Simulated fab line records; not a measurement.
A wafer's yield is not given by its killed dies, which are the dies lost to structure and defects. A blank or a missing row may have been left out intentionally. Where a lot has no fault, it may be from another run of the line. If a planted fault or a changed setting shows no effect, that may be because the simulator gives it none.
A lot that was struck, set against a sound lot :: flow berkeleyCmos170 :: 14 out of 331 route steps
Sound: wafers L488.1, L488.3, L488.6. Wafers struck: L481.1, L481.4, L481.6. At the end, the cause is stated.
Each step with rows lists, per side, the tool, then ch with its chambers, then its first start. Under that, the readings that differ: sound wafers :: struck wafers :: difference of the means :: sigmas: that difference in standard deviations of wafers without a fault.
alike: readings with means less than 2 such deviations apart, plus words and numbers identical on both sides. not compared: withheld readings, readings lacking a value on some wafer, bounds such as >300 that could conceal the same value, and numbers that have no deviation in the record and whose values overlap.
The two part at a step that has a row with sigmas, a row that says differs or no value, or rows on one side only. Numbers that don't overlap but have no deviation are shown without sigmas and don't part them. Lack of a reading on every wafer of one side parts them only where that side has two or more wafers.

UCB170_FIELD_THK_MEAS_90:
  sound on filmMetro-01, day 10 09:53; struck on filmMetro-02, day 8 07:48
  alike: FIELD_OXIDE_LEFT_1_THK
then, 2 steps without rows for these wafers: UCB170_SACOX_CLEAN_00 (cleans in dHF, time 7.5 s); UCB170_SACOX_OXIDATION_01 (target thk 14.4 nm, ox time 2400 s).
UCB170_SACOX_THK_MEAS_02:
  sound on filmMetro-03, day 10 17:47; struck on filmMetro-02, day 8 14:21
  alike: SACOX_OXIDE_THK
then, 2 steps without rows for these wafers: UCB170_SCREENOX_WET_ETCH_00 (etches SiO2 in dHF, time 200 s); UCB170_SCREENOX_OXIDATION_01 (target thk 14.4 nm, ox time 2400 s).
UCB170_SCREENOX_THK_MEAS_02:
  sound on filmMetro-04, day 10 21:56; struck on filmMetro-02, day 8 20:28
  alike: SCREENOX_OXIDE_THK
then, 5 steps without rows for these wafers: UCB170_SCREENOX_ANNEAL_03 (time 900 s); UCB170_NVT_HMDS_00 (prime time 60 s); UCB170_NVT_COAT_01 (resist thk 900 nm); UCB170_NVT_SOFTBAKE_02 (time 60 s); UCB170_NVT_EXPOSE_03 (exposes mask PWELL, target cd 3000 nm).
UCB170_NVT_PEB_04:
  sound on lithoTrack-04 ch 0, day 11 03:08; struck on lithoTrack-03, day 9 03:59
  no value came back on the struck wafers for chillPlateTempC (C), exhaustPa (Pa); on the sound wafers chillPlateTempC (C) reads 23.16 23.12 23.00
then, 1 step without rows for these wafers: UCB170_NVT_DEVELOP_05 (develop time 45 s).

WHERE THEY PART
Only at UCB170_NVT_PEB_04, within this record.

WHY: whatever the simulator had introduced
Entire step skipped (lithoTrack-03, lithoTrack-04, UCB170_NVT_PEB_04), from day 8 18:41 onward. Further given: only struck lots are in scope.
